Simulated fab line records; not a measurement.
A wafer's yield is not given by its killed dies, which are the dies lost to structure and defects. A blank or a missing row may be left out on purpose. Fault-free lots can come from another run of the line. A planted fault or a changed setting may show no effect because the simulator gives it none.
fab line records	flow rit_cmos
[record] lots = 6	wafers = 18	last_day = 7
route steps=202 shown GATE@92 REOX@98 NLDD@103 PLDD@114 SPACER@125 NSD@131
lots with no fault: from the same line, run without faults
start_h: hours from the record's opening day to when the first of the lot's shown wafers began	wait_h: how many hours have passed since the lot's step before this one	" identical to the entry in the row above	L1.1+2: a row that stands for several wafers	- no value, or no start given	* or withheld: withheld	< > ~ a bound
route shown NAME@n: NAME is a module with steps in the file, n the number in the route of the first one	usual: mean/standard deviation taken from wafers without a fault	same: alike in all rows	chamber/n: place in a boat	sites: readings site by site	_std_site: standard deviation across them	_edge_site: outer sites' mean less inner sites'	radius_mm: how far each site lies from the wafer's centre	mask NAME#n: copy n	behind: tool/chamber where the wafer was last shaped	hold: what put the lot on hold/how long, in hours/how the hold closed	device: whichever transistor did not switch (one of n, p or np)	end of line: at the end of the route, the tests of the same wafers	where a step has no rows: the recipe by itself	killed: count of dies lost to structure and defects at first sort (not the wafer's yield)	map: a wafer's dies, marking killed ones x, the rest . and places with no die _
set.NAME: the setting as run; set.NAME@STEP: as run at that earlier step	model.NAME: the simulator's own value behind a step, which no gauge read
lots at some steps of the route; a table a step, a row a wafer
services: the hour from which a tool's chamber was out of use, counted from the record's first day as start_h (under 0 if before that day), plus the number of hours and why
[[steps]]
[step RIT_GATE_CD_MEAS_16]
[recipe] target_cd_nm = 150
[usual] cd_nm = 149.3/2.7
lot.wafer	tool	chamber	start_h	wait_h	cd_nm
L773.2	cd_sem-01	-	71.33	-	150.3
L773.3	"	-	"	"	148.6
L773.4	"	-	"	"	149.9
L774.1	cd_sem-01	-	76.49	-	150.1
L774.5	"	-	"	"	150.0
L774.6	"	-	"	"	150.6
L775.1	cd_sem-01	-	83.10	-	149.1
L775.2	"	-	"	"	145.8
L775.3	"	-	"	"	147.8
L784.1	cd_sem-02	-	126.54	-	148.2
L784.2	"	-	"	"	146.8
L784.4	"	-	"	"	145.2
L788.1	cd_sem-01	-	146.39	-	147.8
L788.2	"	-	"	"	146.6
L788.3	"	-	"	"	146.1
L789.1	cd_sem-02	-	151.15	-	145.6
L789.3	"	-	"	"	146.5
L789.6	"	-	"	"	145.9
[step RIT_GATE_OVL_MEAS_17]
[usual] GATE_OVL = 0.9/1.4
lot.wafer	tool	chamber	start_h	wait_h	GATE_OVL[nm]
L773.2	overlay-02	-	71.43	0.1	-0.2
L773.3	"	-	"	"	1.4
L773.4	"	-	"	"	0.4
L774.1	overlay-02	-	76.61	0.1	2.1
L774.5	"	-	"	"	1.9
L774.6	"	-	"	"	2.6
L775.1	overlay-02	-	83.22	0.1	-2.3
L775.2	"	-	"	"	-2.4
L775.3	"	-	"	"	-1.9
L784.1	overlay-02	-	126.66	0.1	-1.8
L784.2	"	-	"	"	0.1
L784.4	"	-	"	"	0.6
L788.1	overlay-02	-	146.51	0.1	1.1
L788.2	"	-	"	"	-0.3
L788.3	"	-	"	"	-0.2
L789.1	overlay-02	-	151.27	0.1	0.1
L789.3	"	-	"	"	0.5
L789.6	"	-	"	"	-1.0
[step RIT_GATE_HARDBAKE_18]
[recipe] resist = NOVOLAK	temp_c = 140	time_s = 60
[step RIT_GATE_ETCH_19]
[recipe] chemistry = SF6/CHF3/O2	time_s = 165	SF6_flow_sccm = 30	CHF3_flow_sccm = 30	O2_flow_sccm = 5	target = poly-Si	pressure_mtorr = 40	rf_w = 160	target_depth_a = 3125	over_etch_frac = 0.25	stop_on = SiO2
[usual] chamber_pressure_mTorr = 40.00/0.033	drypump_motor_current_A = 5.6/0.44	oes_product_au = 0.852/0.014	throttle_valve_pct = 10.12/0.16
lot.wafer	tool	chamber	start_h	wait_h	chamber_pressure_mTorr	drypump_motor_current_A	oes_product_au	rf_hours_counter_h	throttle_valve_pct
L773.2	rie_si-01	3	71.61	0.1	39.99	5.3	0.836	18	10.09
L773.3	"	0	"	"	40.01	5.9	0.862	115	10.42
L773.4	"	1	"	"	40.01	5.8	0.827	28	9.98
L774.1	rie_si-02	1	76.88	0.1	40.01	5.0	0.831	1	10.20
L774.5	"	2	"	"	40.01	6.3	0.848	-	10.13
L774.6	"	1	"	"	39.95	5.1	0.826	-	10.19
L775.1	rie_si-01	0	83.40	0.1	40.00	5.9	0.864	115	10.45
L775.2	"	2	"	"	40.07	5.3	0.828	89	9.93
L775.3	"	3	"	"	39.97	5.3	0.845	18	10.08
L784.1	rie_si-02	1	126.84	0.1	40.01	5.0	0.853	2	10.20
L784.2	"	3	"	"	40.02	5.7	0.852	20	9.95
L784.4	"	2	"	"	40.02	6.4	0.871	124	10.14
L788.1	rie_si-02	3	146.70	0.1	39.99	5.8	0.855	20	9.94
L788.2	"	2	"	"	40.00	6.3	0.876	124	10.12
L788.3	"	0	"	"	40.01	5.0	0.874	74	10.14
L789.1	rie_si-01	1	151.45	0.1	39.96	5.8	0.853	29	9.97
L789.3	"	0	"	"	39.97	5.9	0.871	116	10.43
L789.6	"	1	"	"	39.98	5.8	0.845	-	9.99
[step RIT_GATE_STRIP_20]
[recipe] chemistry = O2	time_s = 180	resist = NOVOLAK	platen_temp_c = withheld	power_w = 500	pressure_mtorr = 4000	o2_flow_sccm = 4000
[usual] chamber_pressure_mTorr = 4000/3.7	drypump_motor_current_A = 5.3/0.44
lot.wafer	tool	chamber	start_h	wait_h	chamber_pressure_mTorr	drypump_motor_current_A	rf_hours_counter_h
L773.2	plasma_asher-02	1	71.72	0.1	3993	4.8	27
L773.3	"	1	"	"	4000	4.8	-
L773.4	"	0	"	"	4003	5.4	-
L774.1	plasma_asher-04	1	76.99	0.1	3998	5.1	43
L774.5	"	0	"	"	3998	5.4	-
L774.6	"	1	"	"	4002	5.0	-
L775.1	plasma_asher-01	0	83.51	0.1	3998	6.3	45
L775.2	"	1	"	"	4001	5.2	45
L775.3	"	1	"	"	4002	5.2	-
L784.1	plasma_asher-02	1	126.95	0.1	4007	4.8	33
L784.2	"	0	"	"	3997	5.4	33
L784.4	"	0	"	"	3998	5.4	-
L788.1	plasma_asher-01	1	146.81	0.1	3998	5.2	52
L788.2	"	0	"	"	4000	6.3	52
L788.3	"	1	"	"	4003	5.2	-
L789.1	plasma_asher-02	0	151.56	0.1	3996	5.4	36
L789.3	"	0	"	"	3997	5.4	-
L789.6	"	0	"	"	3997	5.4	-
[step RIT_GATE_CD_MEAS_90]
[recipe] target_cd_nm = 150
[usual] cd_nm = 149.2/2.7
lot.wafer	tool	chamber	start_h	wait_h	cd_nm
L773.2	cd_sem-02	-	71.92	0.1	150.4
L773.3	"	-	"	"	148.7
L773.4	"	-	"	"	149.3
L774.1	cd_sem-02	-	77.17	0.1	149.6
L774.5	"	-	"	"	149.5
L774.6	"	-	"	"	150.6
L775.1	cd_sem-02	-	83.69	0.1	149.0
L775.2	"	-	"	"	145.6
L775.3	"	-	"	"	148.0
L784.1	cd_sem-02	-	127.13	0.1	148.5
L784.2	"	-	"	"	146.5
L784.4	"	-	"	"	144.7
L788.1	cd_sem-02	-	146.98	0.1	147.5
L788.2	"	-	"	"	146.6
L788.3	"	-	"	"	146.1
L789.1	cd_sem-01	-	151.74	0.1	145.5
L789.3	"	-	"	"	146.3
L789.6	"	-	"	"	145.7
[step RIT_REOX_CLEAN_00]
[recipe] chemistry = SC1	mix = 3:3:50	time_s = 600	temp_c = 75
[step RIT_REOX_CLEAN_01]
[recipe] chemistry = dHF	dilution = 50:1	time_s = 30
[step RIT_REOX_CLEAN_02]
[recipe] chemistry = SC2	mix = 3:3:50	time_s = 600	temp_c = 75	dry = n2_spin
[step RIT_REOX_OXIDATION_03]
[recipe] temp_c = 900	ambient = O2	target_thk_a = 252	ox_time_s = 5580
[step RIT_REOX_THK_MEAS_04]
[recipe] reads = SiO2_of_REOX_OXIDATION_03
[usual] REOX_OXIDE_THK = 25.3/0.35
lot.wafer	tool	chamber	start_h	wait_h	REOX_OXIDE_THK[nm]
L773.2	film_metro-03	-	74.96	0.0	24.8
L773.3	"	-	"	"	25.1
L773.4	"	-	"	"	25.0
L774.1	film_metro-03	-	80.88	0.0	25.9
L774.5	"	-	"	"	25.9
L774.6	"	-	"	"	26.1
L775.1	film_metro-01	-	86.74	0.0	25.5
L775.2	"	-	"	"	25.4
L775.3	"	-	"	"	25.6
L784.1	film_metro-03	-	130.62	0.0	25.5
L784.2	"	-	"	"	25.5
L784.4	"	-	"	"	25.2
L788.1	film_metro-04	-	150.44	0.0	25.6
L788.2	"	-	"	"	25.4
L788.3	"	-	"	"	25.2
L789.1	film_metro-03	-	154.79	0.0	24.8
L789.3	"	-	"	"	24.9
L789.6	"	-	"	"	25.4
[step RIT_NLDD_HMDS_00]
[recipe] prime_time_s = 60	prime_temp_c = 140
[step RIT_NLDD_COAT_01]
[recipe] resist = NOVOLAK	spin_rpm = 3250	resist_thk_nm = 1000
[usual] chill_plate_temp_C = 23.00/0.11	dispense_pressure_kPa = 49/3.4	spin_speed_rpm = 3250.2/2
lot.wafer	tool	chamber	start_h	wait_h	chill_plate_temp_C	dispense_pressure_kPa	spin_speed_rpm
L773.2	litho_track-01	-	75.18	0.1	-	-	-
L773.3	"	-	"	"	-	-	-
L773.4	"	-	"	"	-	-	-
L774.1	litho_track-04	-	81.26	0.1	-	-	-
L774.5	"	-	"	"	-	-	-
L774.6	"	-	"	"	-	-	-
L775.1	litho_track-03	0	86.95	0.1	23.06	53	3251.6
L775.2	"	0	"	"	23.08	53	3252.4
L775.3	"	0	"	"	23.13	53	3252.3
L784.1	litho_track-01	0	130.83	0.1	22.99	45	3248.5
L784.2	"	0	"	"	23.32	45	3249.2
L784.4	"	0	"	"	23.18	45	3250.2
L788.1	litho_track-04	0	150.65	0.1	22.70	47	3250.0
L788.2	"	0	"	"	22.89	47	3247.3
L788.3	"	0	"	"	22.85	47	3249.3
L789.1	litho_track-03	0	155.00	0.1	22.77	53	3250.1
L789.3	"	0	"	"	22.95	53	3250.7
L789.6	"	0	"	"	23.11	53	3247.1
[step RIT_NLDD_SOFTBAKE_02]
[recipe] resist = NOVOLAK	temp_c = 90	time_s = 60
[step RIT_NLDD_EXPOSE_03]
[recipe] mask_id = M7	na = 0.57	target_cd_nm = 40700	dose_mj = 250
[step RIT_NLDD_PEB_04]
[recipe] resist = NOVOLAK	temp_c = withheld	time_s = withheld
[step RIT_NLDD_DEVELOP_05]
[recipe] resist = NOVOLAK	develop_time_s = 50	dev_temp_c = 23
[step RIT_NLDD_OVL_MEAS_06]
[usual] NLDD_OVL = 0.1/1.5
lot.wafer	tool	chamber	start_h	wait_h	NLDD_OVL[nm]
L773.2	overlay-01	-	75.86	-	-
L773.3	"	-	"	"	-
L773.4	"	-	"	"	-
L774.1	overlay-02	-	82.05	-	-
L774.5	"	-	"	"	-
L774.6	"	-	"	"	-
L775.1	overlay-01	-	87.78	-	1.8
L775.2	"	-	"	"	-0.5
L775.3	"	-	"	"	-1.0
L784.1	overlay-02	-	131.66	-	0.4
L784.2	"	-	"	"	0.6
L784.4	"	-	"	"	0.2
L788.1	overlay-01	-	151.49	-	0.7
L788.2	"	-	"	"	1.7
L788.3	"	-	"	"	1.5
L789.1	overlay-02	-	155.70	-	-0.2
L789.3	"	-	"	"	0.2
L789.6	"	-	"	"	-0.1
[step RIT_NLDD_HARDBAKE_07]
[recipe] resist = NOVOLAK	temp_c = 140	time_s = 60
[step RIT_NLDD_IMPLANT_08]
[recipe] species = P	energy_kev = 20	dose_cm2 = 4.967e+14	tilt_deg = 7
[step RIT_NLDD_STRIP_09]
[recipe] chemistry = O2	time_s = 180	resist = NOVOLAK	platen_temp_c = withheld	power_w = 500	pressure_mtorr = 4000	o2_flow_sccm = 4000
[usual] chamber_pressure_mTorr = 4000/3.4	drypump_motor_current_A = 5.6/0.44
lot.wafer	tool	chamber	start_h	wait_h	chamber_pressure_mTorr	drypump_motor_current_A	rf_hours_counter_h
L773.2	plasma_asher-03	0	76.19	0.1	3995	5.5	44
L773.3	"	0	"	"	4000	5.5	-
L773.4	"	1	"	"	4002	5.9	-
L774.1	plasma_asher-03	1	82.39	0.1	3994	6.0	44
L774.5	"	1	"	"	3999	6.0	-
L774.6	"	0	"	"	3999	5.5	-
L775.1	plasma_asher-02	1	88.11	0.1	3999	4.8	29
L775.2	"	0	"	"	4004	5.4	29
L775.3	"	0	"	"	4001	5.4	-
L784.1	plasma_asher-01	0	132.00	0.1	3998	6.3	50
L784.2	"	1	"	"	3997	5.2	50
L784.4	"	0	"	"	3997	6.3	-
L788.1	plasma_asher-01	0	151.98	0.1	4004	6.3	52
L788.2	"	1	"	"	4000	5.2	52
L788.3	"	0	"	"	3994	6.3	-
L789.1	plasma_asher-03	1	156.04	0.1	4002	5.9	4
L789.3	"	0	"	"	4001	5.5	-
L789.6	"	1	"	"	3994	5.9	-
[step RIT_NLDD_TW_MEAS_10]
[usual] NLDD_TW = 2497/14
lot.wafer	tool	chamber	start_h	wait_h	NLDD_TW
L773.2	film_metro-02	-	76.38	0.1	2510
L773.3	"	-	"	"	2497
L773.4	"	-	"	"	2506
L774.1	film_metro-02	-	82.56	0.1	2484
L774.5	"	-	"	"	2495
L774.6	"	-	"	"	2502
L775.1	film_metro-04	-	88.29	0.1	2479
L775.2	"	-	"	"	2473
L775.3	"	-	"	"	2481
L784.1	film_metro-02	-	132.17	0.1	2498
L784.2	"	-	"	"	2487
L784.4	"	-	"	"	2471
L788.1	film_metro-04	-	152.15	0.1	2475
L788.2	"	-	"	"	2473
L788.3	"	-	"	"	2479
L789.1	film_metro-01	-	156.21	0.1	2501
L789.3	"	-	"	"	2511
L789.6	"	-	"	"	2499
[step RIT_PLDD_HMDS_00]
[recipe] prime_time_s = 60	prime_temp_c = 140
[step RIT_PLDD_COAT_01]
[recipe] resist = NOVOLAK	spin_rpm = 3250	resist_thk_nm = 1000
[step RIT_PLDD_SOFTBAKE_02]
[recipe] resist = NOVOLAK	temp_c = 90	time_s = 60
[step RIT_PLDD_EXPOSE_03]
[recipe] mask_id = M8	na = 0.57	target_cd_nm = 40900	dose_mj = 250
[step RIT_PLDD_PEB_04]
[recipe] resist = NOVOLAK	temp_c = withheld	time_s = withheld
[step RIT_PLDD_DEVELOP_05]
[recipe] resist = NOVOLAK	develop_time_s = 50	dev_temp_c = 23
[step RIT_PLDD_OVL_MEAS_06]
[usual] PLDD_OVL = 0.6/1.3
lot.wafer	tool	chamber	start_h	wait_h	PLDD_OVL[nm]
L773.2	overlay-01	-	77.48	-	2.6
L773.3	"	-	"	"	1.4
L773.4	"	-	"	"	0.6
L774.1	overlay-01	-	83.47	-	0.5
L774.5	"	-	"	"	-1.0
L774.6	"	-	"	"	2.5
L775.1	overlay-01	-	89.32	-	-0.9
L775.2	"	-	"	"	1.2
L775.3	"	-	"	"	-1.3
L784.1	overlay-02	-	133.08	-	-0.4
L784.2	"	-	"	"	0.1
L784.4	"	-	"	"	-1.3
L788.1	overlay-02	-	153.06	-	-0.4
L788.2	"	-	"	"	-1.4
L788.3	"	-	"	"	-1.2
L789.1	overlay-01	-	157.47	-	0.3
L789.3	"	-	"	"	1.0
L789.6	"	-	"	"	-0.2
[step RIT_PLDD_HARDBAKE_07]
[recipe] resist = NOVOLAK	temp_c = 140	time_s = 60
[step RIT_PLDD_IMPLANT_08]
[recipe] species = BF2	energy_kev = 20	dose_cm2 = 8.841e+14	tilt_deg = 7
[step RIT_PLDD_STRIP_09]
[recipe] chemistry = O2	time_s = 180	resist = NOVOLAK	platen_temp_c = withheld	power_w = 500	pressure_mtorr = 4000	o2_flow_sccm = 4000
[usual] chamber_pressure_mTorr = 4000/3.7	drypump_motor_current_A = 5.6/0.36
lot.wafer	tool	chamber	start_h	wait_h	chamber_pressure_mTorr	drypump_motor_current_A	rf_hours_counter_h
L773.2	plasma_asher-03	1	77.81	0.1	4001	6.0	44
L773.3	"	0	"	"	4002	5.5	-
L773.4	"	1	"	"	4001	6.0	-
L774.1	plasma_asher-03	1	83.81	0.1	4005	6.0	45
L774.5	"	1	"	"	3996	6.1	-
L774.6	"	0	"	"	3996	5.5	-
L775.1	plasma_asher-04	1	89.66	0.1	3995	5.0	44
L775.2	"	0	"	"	3999	5.4	44
L775.3	"	0	"	"	3996	5.4	-
L784.1	plasma_asher-01	0	133.42	0.1	4004	6.2	50
L784.2	"	1	"	"	4005	5.2	50
L784.4	"	1	"	"	4001	5.2	-
L788.1	plasma_asher-03	0	153.40	0.1	4001	5.5	4
L788.2	"	1	"	"	3996	6.0	4
L788.3	"	0	"	"	3999	5.5	-
L789.1	plasma_asher-01	0	157.80	0.1	4002	6.3	53
L789.3	"	1	"	"	3995	5.2	-
L789.6	"	1	"	"	3995	5.2	-
[step RIT_PLDD_TW_MEAS_10]
[usual] PLDD_TW = 2347/12
lot.wafer	tool	chamber	start_h	wait_h	PLDD_TW
L773.2	film_metro-02	-	78.00	0.1	2884
L773.3	"	-	"	"	2898
L773.4	"	-	"	"	2873
L774.1	film_metro-02	-	83.98	0.1	2890
L774.5	"	-	"	"	2869
L774.6	"	-	"	"	2882
L775.1	film_metro-01	-	89.83	0.1	2353
L775.2	"	-	"	"	2374
L775.3	"	-	"	"	2358
L784.1	film_metro-01	-	133.59	0.1	2350
L784.2	"	-	"	"	2336
L784.4	"	-	"	"	2356
L788.1	film_metro-01	-	153.57	0.1	2357
L788.2	"	-	"	"	2364
L788.3	"	-	"	"	2358
L789.1	film_metro-01	-	157.98	0.1	2339
L789.3	"	-	"	"	2340
L789.6	"	-	"	"	2354
[step RIT_SPACER_CLEAN_00]
[recipe] chemistry = SC1	mix = 3:3:50	time_s = 600	temp_c = 75
[step RIT_SPACER_CLEAN_01]
[recipe] chemistry = dHF	dilution = 50:1	time_s = 30
[step RIT_SPACER_CLEAN_02]
[recipe] chemistry = SC2	mix = 3:3:50	time_s = 600	temp_c = 75	dry = n2_spin
[step RIT_SPACER_CVD_03]
[recipe] material = Si3N4	target_thk_nm = 250	temp_c = 810	precursor = SiH2Cl2/NH3	time_s = 3300	pressure_mtorr = 300	sih2cl2_flow_sccm = 60	nh3_flow_sccm = 150
[step RIT_SPACER_THK_MEAS_04]
[recipe] reads = Si3N4_of_SPACER_CVD_03
[usual] SPACER_NITRIDE_THK = 250.2/2.2
lot.wafer	tool	chamber	start_h	wait_h	SPACER_NITRIDE_THK[nm]
L773.2	film_metro-04	-	80.46	0.0	250.6
L773.3	"	-	"	"	250.4
L773.4	"	-	"	"	251.5
L774.1	film_metro-03	-	87.28	0.0	251.3
L774.5	"	-	"	"	249.0
L774.6	"	-	"	"	250.8
L775.1	film_metro-02	-	92.24	0.0	247.4
L775.2	"	-	"	"	246.8
L775.3	"	-	"	"	249.3
L784.1	film_metro-03	-	136.92	0.0	255.5
L784.2	"	-	"	"	253.9
L784.4	"	-	"	"	255.9
L788.1	film_metro-04	-	155.95	0.0	248.3
L788.2	"	-	"	"	246.3
L788.3	"	-	"	"	248.4
L789.1	film_metro-04	-	160.34	0.0	249.1
L789.3	"	-	"	"	248.6
L789.6	"	-	"	"	248.9
[step RIT_SPACER_ETCHBACK_05]
[recipe] target_depth_a = 2500	SF6_flow_sccm = 30	CHF3_flow_sccm = 30	target = Si3N4	chemistry = SF6/CHF3	pressure_mtorr = 40	rf_w = 250	time_s = 243.6	stop_on = SiO2
[usual] chamber_pressure_mTorr = 40.00/0.036	drypump_motor_current_A = 6.0/0.46	oes_product_au = 0.845/0.013	throttle_valve_pct = 10.24/0.18
lot.wafer	tool	chamber	start_h	wait_h	chamber_pressure_mTorr	drypump_motor_current_A	oes_product_au	rf_hours_counter_h	throttle_valve_pct
L773.2	rie_diel-03	0	80.51	0.0	39.99	5.8	0.868	30	10.28
L773.3	"	1	"	"	39.97	5.9	0.831	93	10.32
L773.4	"	2	"	"	39.97	6.1	0.835	8	10.25
L774.1	rie_diel-03	3	87.34	0.1	39.98	6.7	0.857	9	10.55
L774.5	"	0	"	"	40.00	5.8	0.846	-	10.27
L774.6	"	1	"	"	39.99	5.9	0.832	-	10.30
L775.1	rie_diel-04	1	92.30	0.1	40.03	6.3	0.848	3	10.21
L775.2	"	2	"	"	39.98	5.7	0.840	96	9.97
L775.3	"	0	"	"	40.00	6.3	0.835	40	9.93
L784.1	rie_diel-03	3	136.98	0.1	40.00	6.7	0.858	11	10.52
L784.2	"	2	"	"	39.99	6.1	0.837	9	10.26
L784.4	"	1	"	"	40.01	5.9	0.848	95	10.33
L788.1	rie_diel-03	2	156.01	0.1	39.97	6.0	0.825	9	10.24
L788.2	"	0	"	"	39.98	5.8	0.855	32	10.28
L788.3	"	1	"	"	40.09	5.9	0.825	95	10.29
L789.1	rie_diel-03	0	160.40	0.1	40.00	5.8	0.853	32	10.29
L789.3	"	1	"	"	39.96	5.9	0.828	95	10.30
L789.6	"	2	"	"	39.96	6.0	0.833	-	10.26
[step RIT_NSD_HMDS_00]
[recipe] prime_time_s = 60	prime_temp_c = 140
[step RIT_NSD_COAT_01]
[recipe] resist = NOVOLAK	spin_rpm = 3250	resist_thk_nm = 1000
[step RIT_NSD_SOFTBAKE_02]
[recipe] resist = NOVOLAK	temp_c = 90	time_s = 60
[step RIT_NSD_TW_MEAS_10]
[usual] NSD_TW = 3135/17
lot.wafer	tool	chamber	start_h	wait_h	NSD_TW
L773.2	film_metro-01	-	82.15	0.1	3357
L773.3	"	-	"	"	3348
L773.4	"	-	"	"	3355
L774.1	film_metro-01	-	88.98	0.1	3355
L774.5	"	-	"	"	3343
L774.6	"	-	"	"	3357
L775.1	film_metro-02	-	93.82	0.1	3132
L775.2	"	-	"	"	3144
L775.3	"	-	"	"	3137
L784.1	film_metro-01	-	138.62	0.1	3133
L784.2	"	-	"	"	3154
L784.4	"	-	"	"	3137
L788.1	film_metro-02	-	157.69	0.1	3131
L788.2	"	-	"	"	3132
L788.3	"	-	"	"	3127
L789.1	film_metro-02	-	162.04	0.1	3131
L789.3	"	-	"	"	3112
L789.6	"	-	"	"	3126
[[services]]
tool	chamber	start_h	hours	kind
rie_diel-04	0	72.50	7.0	repair
rie_diel-03	2	85.79	8.8	repair
plasma_asher-01	-	102.22	7.6	repair
plasma_asher-03	-	108.75	9.0	pm
plasma_asher-03	0	108.75	9.0	vent_cycle
plasma_asher-03	1	108.75	9.0	vent_cycle
rie_si-02	-	110.61	0.2	repair
plasma_asher-03	0	117.75	-	clean
plasma_asher-03	1	117.75	-	clean
rie_si-02	1	118.40	5.4	repair
rie_si-01	3	130.10	6.5	repair
rie_si-01	3	140.70	2.2	repair
rie_diel-04	-	146.84	14.6	pm
plasma_asher-03	-	150.44	2.8	pm
[[key]]
[first_sign] step = RIT_NLDD_COAT_01	reading = tool_record	direction = missing
[effect] step = RIT_NLDD_OVL_MEAS_06	reading = NLDD_OVL	direction = missing
[effect] step = RIT_PLDD_TW_MEAS_10	reading = PLDD_TW	direction = up	sigmas = 45	usual = 2347	struck = 2883
[effect] step = RIT_NSD_TW_MEAS_10	reading = NSD_TW	direction = up	sigmas = 13	usual = 3135	struck = 3352
met_at RIT_NLDD_COAT_01
struck_wafers L773.2,L773.3,L773.4,L774.1,L774.5,L774.6
sort_left_out L773.2,L773.3,L773.4,L774.1,L774.5,L774.6
tester_left_out L773,L774
[fault] kind = skipped_step_whole	tool = litho_track-01,litho_track-04	chamber = -	onset_h = 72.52	steps = RIT_NLDD_COAT_01	scope = struck_lots_only
// tester_left_out: of these lots the tester's yield and bins aren't shown, on N5 and GAA mostly nor the transistor test; their killed dies are dies lost to structure and defects alone, not to doping, threshold or leakage, so they don't give the yield
// sort_left_out: the simulated sort isn't trusted on such a fault, so these wafers' sort isn't shown, and their yield isn't known
